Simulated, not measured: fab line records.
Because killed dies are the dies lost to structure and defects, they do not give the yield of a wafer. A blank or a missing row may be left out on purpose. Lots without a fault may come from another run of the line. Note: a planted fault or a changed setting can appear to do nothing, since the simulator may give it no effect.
The same fault as seen by 2 desks ; flow rit-cmos ; numbers are kept per desk, each desk with only its own; the story behind them comes last

FOR THE TOOL OWNER'S DESK: furnace-01
The tool's own readings at RIT_REOX_OXIDATION_03 (target thk 25.2 nm, ox time 5580 s): means of the sampled wafers that have a number, for each lot that ran on this tool. A lot is out of limits, marked OUT, if its mean lies more than 4 standard deviations from the usual mean; the brackets give that distance.
Columns: A = spike-tc-centre-C at RIT_REOX_OXIDATION_03, usual 903.2 C; B = spike-tc-load-C at RIT_REOX_OXIDATION_03, usual 925.8 C; C = tube-center-temp-C at RIT_REOX_OXIDATION_03, usual 900 C; D = tube_center_temp_C_max at RIT_REOX_OXIDATION_03, usual 902.3
lot;first seen here;A;B;C;D
L907;day 3 00:30;903.4;925.0;900;902.4
L909;day 3 11:21;904.3;925.8;900;902.2
L912;day 4 01:19;903.8;925.6;900;902.3
L919;day 5 12:51;909.9 (+5.2) OUT;932.0 (+5.6) OUT;906 (+77) OUT;908.9 (+19) OUT
L920;day 5 19:58;909.5 (+4.8) OUT;932.1 (+5.7) OUT;906 (+76) OUT;908.3 (+18) OUT
This desk's verdict: out of limits on L919, L920, starting with L919 at day 5 12:51 (spike-tc-centre-C at RIT_REOX_OXIDATION_03). L907, L909, L912 stayed within limits.

THE METROLOGY DESK
What the gauges read for every lot (on any tool): the sampled wafers with a number, averaged. A lot is out of limits, marked OUT, if its mean lies more than 4 standard deviations from the usual mean; the brackets give that distance.
Columns: A = NWELL_RS at RIT_WELLDRIVE_RS_MEAS_01, usual 275.5 ohm/sq; B = NRETRO_OVL at RIT_NRETRO_OVL_MEAS_06, usual 1.4 nm; C = cd-nm at RIT_GATE_CD_MEAS_16, usual 150.4 nm; D = REOX_OXIDE_THK at RIT_REOX_THK_MEAS_04, usual 25.5 nm
lot;first seen here;A;B;C;D
L905;day 2 04:17;275.0;1.4;145.8;25.9
L906;day 2 08:38;275.8;2.1;153.5;25.2
L907;day 2 14:26;276.0;2.2;151.6;25.8
L908;day 2 19:23;275.8;1.0;150.1;25.6
L909;day 3 00:25;274.9;2.5;149.2;26.1
L910;day 3 05:27;274.9;0.7;150.2;25.8
L912;day 3 15:17;276.3;1.8;150.8;25.3
L915;day 4 06:30;274.8;1.3;149.1;26.1
L919;day 5 01:49;275.6;1.6;150.6;26.8
L920;day 5 08:56;274.6;2.6;150.8;27.0
L923;day 5 22:04;276.0;-3.0;148.1;25.6
L924;day 6 05:41;275.7;0.7;148.4;25.0
L926;day 6 15:41;276.5;3.5;154.1;25.3
L927;day 6 19:59;275.7;2.1;152.2;25.0
This desk's finding: nothing out of limits on any of the 14 lots.

TAKEN TOGETHER
An alarm could have come from the tool owner's desk at day 5 12:51, on L919, L920.
From the metrology desk's view, nothing was out of limits.
The metrology desk holds a record of L919, L920, inside its limits.
All the named lots went through RIT_REOX_OXIDATION_03 on furnace-01.

WHAT THE SIMULATOR HAD INSERTED
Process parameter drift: furnace-01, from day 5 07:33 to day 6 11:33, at RIT_REOX_OXIDATION_03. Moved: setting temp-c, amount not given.
Shown lots that were struck: L919, L920.
Each desk's first reading out of limits, in hours after the fault started: the tool owner's desk, 5.
